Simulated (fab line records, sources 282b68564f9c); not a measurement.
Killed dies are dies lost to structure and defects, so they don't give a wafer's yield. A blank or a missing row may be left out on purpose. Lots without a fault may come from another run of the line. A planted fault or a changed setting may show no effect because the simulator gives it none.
Which tool did it? | flow rit_cmos | 7 lots, 21 wafers sampled, at 2 steps of a route of 202

WHAT THE GAUGES READ, wafer by wafer
RIT_SDANNEAL_RS_MEAS_04: measures by four-point-probe.
lot  | measured    | on            | PSD_RS (ohm/sq)
L572 | day 3 17:16 | film_metro-04 | 116.05 116.06 115.99
L575 | day 4 04:30 | film_metro-03 | 115.90 116.25 116.21
L577 | day 4 11:15 | film_metro-02 | 118.15 117.69 118.12
L579 | day 4 23:44 | film_metro-04 | 116.28 116.50 116.00
L581 | day 5 16:38 | film_metro-04 | 116.22 116.39 115.86
L589 | day 7 07:14 | film_metro-02 | 116.37 116.29 116.40
L592 | day 7 19:11 | film_metro-02 | 115.59 115.73 115.69

WHICH TOOL RAN EACH LOT (tool, then ch and the chambers of the sampled wafers, then the start)
lot  | RIT_PSD_IMPLANT_08
L572 | implanter-02 ch 0, day 3 16:27
L575 | implanter-02 ch 0, day 4 03:39
L577 | implanter-02 ch 0, day 4 10:17
L579 | implanter-01 ch 0, day 4 22:53
L581 | implanter-01 ch 0, day 5 15:49
L589 | implanter-03 ch 0, day 7 06:14
L592 | implanter-01 ch 0, day 7 18:11
- RIT_PSD_IMPLANT_08

THE ANSWER, worked out from the rows above alone
Rule: what is usual is taken from the lots themselves. Put in order of their means at a reading, lots are off if they are a third of the lots or fewer, leave a main group of 4 or more, and stand apart from it by a gap of 3 or more times the standard deviation of the main group's means; of several such gaps the widest counts. A main group whose means are all the same, to the digits that the tables above print for the reading, isn't used. A lot without any number at a reading at which 4 lots or more have one is off too. The other lots that the step has rows for count as sound.
Off: L577, at RIT_SDANNEAL_RS_MEAS_04 (PSD_RS). The main group: mean 116.10 ohm/sq, standard deviation 0.22.
A tool fits if, at a process step before that reading, it ran every lot that is off, and no sound lot after the first of them. The gauges at RIT_SDANNEAL_RS_MEAS_04 are tried like those tools. One fits: implanter-02 at RIT_PSD_IMPLANT_08. Its last sound lot is L575 (day 4 03:39), its first lot that is off L577 (day 4 10:17): a fault that began between those two fits.

WHAT THE SIMULATOR HAD PUT IN
Process parameter drift: implanter-02, from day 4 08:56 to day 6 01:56, at RIT_PSD_IMPLANT_08. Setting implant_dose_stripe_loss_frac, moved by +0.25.
Lots struck among those shown: L577. The rule above found the same.
